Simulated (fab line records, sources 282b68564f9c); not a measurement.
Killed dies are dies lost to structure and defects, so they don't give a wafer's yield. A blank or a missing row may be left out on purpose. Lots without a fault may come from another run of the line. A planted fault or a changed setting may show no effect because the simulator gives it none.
Problem report in the 8D (eight disciplines) form, filled by code | flow rit_cmos | the parts of the form that need people (team, actions taken, sign-off) are left out

1. THE PROBLEM
ACTIVE_NITRIDE_THK at RIT_ACTIVE_THK_MEAS_04 reads a mean of 252.6 nm on 9 wafers of 3 lots; wafers without a fault read 149.7 nm with a standard deviation of 1.5. That is +69 standard deviations from the usual mean.
First seen on wafer L554.1, day 4 16:59, on film_metro-03. The record holds 45 wafers of 15 lots with a number at this step. Rule for "out", or "out of limits": more than 4 standard deviations from the usual mean. The other wafers with a number count as sound.

2. WHAT IT IS AND WHAT IT IS NOT
question                    | is                           | is not
which readings at this step | ACTIVE_NITRIDE_THK           | -
which lots                  | L554, L555, L560             | L540, L541, L542, L543, L544, L546, L549, L550, L552, L556, L559, L561
which wafers of those lots  | all that have a number       | -
read on which gauges        | film_metro-02, film_metro-03 | film_metro-04
when                        | from day 4 16:59             | up to then (27 sound wafers); but 9 sound wafers of L556, L559, L561 came after

3. SUSPECTS, AND WHAT RULES EACH OUT
Counting: a tool at a process step up to the reading stays a suspect if it ran every lot that is out and no sound lot after the first of them.
- the gauge at RIT_ACTIVE_THK_MEAS_04: ruled out. The wafers that are out were read on 2 gauges (film_metro-02, film_metro-03).
- lpcvd-02 at RIT_ACTIVE_CVD_03 (deposits Si3N4 from SiH2Cl2/NH3, target thk 150 nm, time 1500 s): kept. It ran every lot that is out, first L554 (day 4 15:34), and no sound lot after that; its last sound lot up to then is L552 (day 4 05:19).
Left after counting: lpcvd-02 at RIT_ACTIVE_CVD_03.

4. THE CAUSE (what the simulator had put in)
Process parameter drift: lpcvd-02, from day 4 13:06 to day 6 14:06, at RIT_ACTIVE_CVD_03. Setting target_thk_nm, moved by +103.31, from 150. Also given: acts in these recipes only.
Counting left only this tool.

5. THE CHAIN OF EFFECTS, in route order
Each row: a reading whose mean over the struck wafers that have a number lies more than 3 standard deviations from the usual. Only readings for which the record gives a usual standard deviation are gone through. hours: the time from each lot's start at the first step in this table that gives one to its start at this step, as a median over the lots. sigmas: the change in usual standard deviations.
hours | step                   | reading             | usual      | on struck wafers | change | sigmas
0     | RIT_ACTIVE_THK_MEAS_04 | ACTIVE_NITRIDE_THK  | 149.7 nm   | 252.6            | +102.9 | +69
1     | RIT_ACTIVE_ETCH_13     | oes_product_au      | 0.818 a.u. | 1.008            | +0.190 | +16
44    | RIT_M1_PROBE_99        | killed_at_front_end | 7.1        | 264.0            | +256.9 | +95
44    | RIT_M1_PROBE_99        | killed_dies         | 7.2        | 264.0            | +256.8 | +95
44    | RIT_M1_PROBE_99        | killed_on_rim       | 1.9        | 70.0             | +68.1  | +57
The process steps in it:
- RIT_ACTIVE_ETCH_13: etches Si3N4 in SF6, stops on SiO2, time 210 s, target depth 210 nm.
- RIT_M1_PROBE_99

6. WHAT WOULD HAVE CAUGHT IT SOONER
In this record the first reading out of limits at a measuring or inspecting step was taken at day 4 16:59, 4 hours after the fault began at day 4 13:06.
Of the tool readings at RIT_ACTIVE_CVD_03 for which the record gives a usual standard deviation, none was out on any struck wafer, so an alarm limit of 4 standard deviations on them would not have fired.
Of the lots that are out (3), L555, L560 began RIT_ACTIVE_CVD_03 on lpcvd-02 after day 4 16:59. A hold on the tool at that time would have spared those 2.
